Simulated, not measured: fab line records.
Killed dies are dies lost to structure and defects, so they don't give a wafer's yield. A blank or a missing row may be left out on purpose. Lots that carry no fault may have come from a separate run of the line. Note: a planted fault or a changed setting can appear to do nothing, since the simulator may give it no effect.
Struck lot and sound lot, side by side :: flow rit_cmos :: 43 steps out of a route of 202
Sound: the wafers L864.2, L864.3, L864.5. Wafers struck: L857.2, L857.5, L857.6. The cause comes at the end.
Order at every step that has rows: each side's tool, ch and its chambers, its first start. Under that, the readings that differ: sound wafers :: struck wafers :: difference of the means :: sigmas: that difference in standard deviations of wafers without a fault.
alike: same words and numbers on both sides, and readings whose means sit less than 2 such deviations apart. not compared: any withheld reading, any reading some wafer has no value for, any bound like >300 that may hide the same value, and any number with overlapping values for which the record gives no deviation.
A row with sigmas, a row that says differs or no value, or rows on one side alone: a step with any of these is where the two part. Non-overlapping numbers with no deviation appear without sigmas and do not part them. A reading that every wafer of one side lacks parts them only if that side has two wafers or more.

RIT_NLDD_TW_MEAS_10:
  struck on film_metro-01, day 5 00:43; sound on film_metro-01, day 6 11:22
  alike: NLDD_TW
then, 6 steps without rows for these wafers: RIT_PLDD_HMDS_00 (prime time 60 s); RIT_PLDD_COAT_01 (resist thk 1000 nm); RIT_PLDD_SOFTBAKE_02 (time 60 s); RIT_PLDD_EXPOSE_03 (exposes mask M8, target cd 40900 nm); RIT_PLDD_PEB_04; RIT_PLDD_DEVELOP_05 (develop time 50 s).
RIT_PLDD_OVL_MEAS_06:
  struck on overlay-01, day 5 01:38; sound on overlay-01, day 6 12:25
  alike: PLDD_OVL
then, 2 steps without rows for these wafers: RIT_PLDD_HARDBAKE_07 (time 60 s); RIT_PLDD_IMPLANT_08.
RIT_PLDD_STRIP_09: strips in O2, time 180 s.
  sound on plasma_asher-04 ch 0,1, day 6 12:56; struck on plasma_asher-01 ch 0,1, day 5 01:58
  alike: drypump_motor_current_A
  not compared: rf_hours_counter_h
RIT_PLDD_TW_MEAS_10:
  struck on film_metro-04, day 5 02:08; sound on film_metro-01, day 6 13:08
  alike: PLDD_TW
RIT_SPACER_CLEAN_00: cleans in SC1, time 600 s.
  sound on wet_bench-04 ch 1, day 6 13:11; struck on wet_bench-03 ch 0, day 5 02:11
then, 3 steps without rows for these wafers: RIT_SPACER_CLEAN_01 (cleans in dHF, time 30 s); RIT_SPACER_CLEAN_02 (cleans in SC2, time 600 s); RIT_SPACER_CVD_03 (deposits Si3N4 from SiH2Cl2/NH3, target thk 250 nm, time 3300 s).
RIT_SPACER_THK_MEAS_04:
  struck on film_metro-04, day 5 04:29; sound on film_metro-04, day 6 15:28
  alike: SPACER_NITRIDE_THK
RIT_SPACER_ETCHBACK_05: etches Si3N4 in SF6/CHF3, stops on SiO2, target depth 250 nm, time 240 s.
  sound on rie_diel-02 ch 0,2, day 6 15:31; struck on rie_diel-01 ch 0,3, day 5 04:32
reading: oes_product_au (a.u.)
sound: 0.815 0.842 0.835
struck: 0.878 0.847 0.878
difference: +0.037
sigmas: +2
  alike: drypump_motor_current_A, throttle_valve_pct
  not compared: rf_hours_counter_h
then, 6 steps without rows for these wafers: RIT_NSD_HMDS_00 (prime time 60 s); RIT_NSD_COAT_01 (resist thk 1000 nm); RIT_NSD_SOFTBAKE_02 (time 60 s); RIT_NSD_EXPOSE_03 (exposes mask M9, target cd 40700 nm); RIT_NSD_PEB_04; RIT_NSD_DEVELOP_05 (develop time 50 s).
RIT_NSD_OVL_MEAS_06:
  struck on overlay-01, day 5 05:40; sound on overlay-02, day 6 16:32
  alike: NSD_OVL
then, 2 steps without rows for these wafers: RIT_NSD_HARDBAKE_07 (time 60 s); RIT_NSD_IMPLANT_08.
RIT_NSD_STRIP_09: strips in O2, time 180 s.
  sound on plasma_asher-02 ch 0,1, day 6 16:52; struck on plasma_asher-03 ch 0,1, day 5 06:00
  alike: drypump_motor_current_A
  not compared: rf_hours_counter_h
RIT_NSD_TW_MEAS_10:
  struck on film_metro-03, day 5 06:11; sound on film_metro-03, day 6 17:04
  alike: NSD_TW
then, 6 steps without rows for these wafers: RIT_PSD_HMDS_00 (prime time 60 s); RIT_PSD_COAT_01 (resist thk 1000 nm); RIT_PSD_SOFTBAKE_02 (time 60 s); RIT_PSD_EXPOSE_03 (exposes mask M10, target cd 40900 nm); RIT_PSD_PEB_04; RIT_PSD_DEVELOP_05 (develop time 50 s).
RIT_PSD_OVL_MEAS_06:
  struck on overlay-02, day 5 07:05; sound on overlay-01, day 6 18:05
  alike: PSD_OVL
then, 2 steps without rows for these wafers: RIT_PSD_HARDBAKE_07 (time 60 s); RIT_PSD_IMPLANT_08.
RIT_PSD_STRIP_09: strips in O2, time 180 s.
  sound on plasma_asher-03 ch 0,1, day 6 18:25; struck on plasma_asher-03 ch 0,1, day 5 07:25
  alike: drypump_motor_current_A
  not compared: rf_hours_counter_h
RIT_PSD_TW_MEAS_10:
  struck on film_metro-04, day 5 07:36; sound on film_metro-04, day 6 18:37
  alike: PSD_TW
then, 2 steps without rows for these wafers: RIT_SDANNEAL_CLEAN_00 (cleans in SC1, time 600 s); RIT_SDANNEAL_CLEAN_01 (cleans in dHF, time 30 s).
RIT_M1_PROBE_99:
  struck on prober-02, day 5 17:48; sound on prober-02, day 7 03:58
reading: killed_at_front_end
sound: 4 3 4
struck: 37 41 41
difference: +36
sigmas: +12

reading: killed_dies
sound: 4 3 4
struck: 37 41 41
difference: +36
sigmas: +12
  alike: killed_at_contacts, killed_open, killed_short

WHERE THEY PART
First at RIT_SPACER_ETCHBACK_05; last, within this record, at RIT_M1_PROBE_99.

WHY: what had been put in by the simulator
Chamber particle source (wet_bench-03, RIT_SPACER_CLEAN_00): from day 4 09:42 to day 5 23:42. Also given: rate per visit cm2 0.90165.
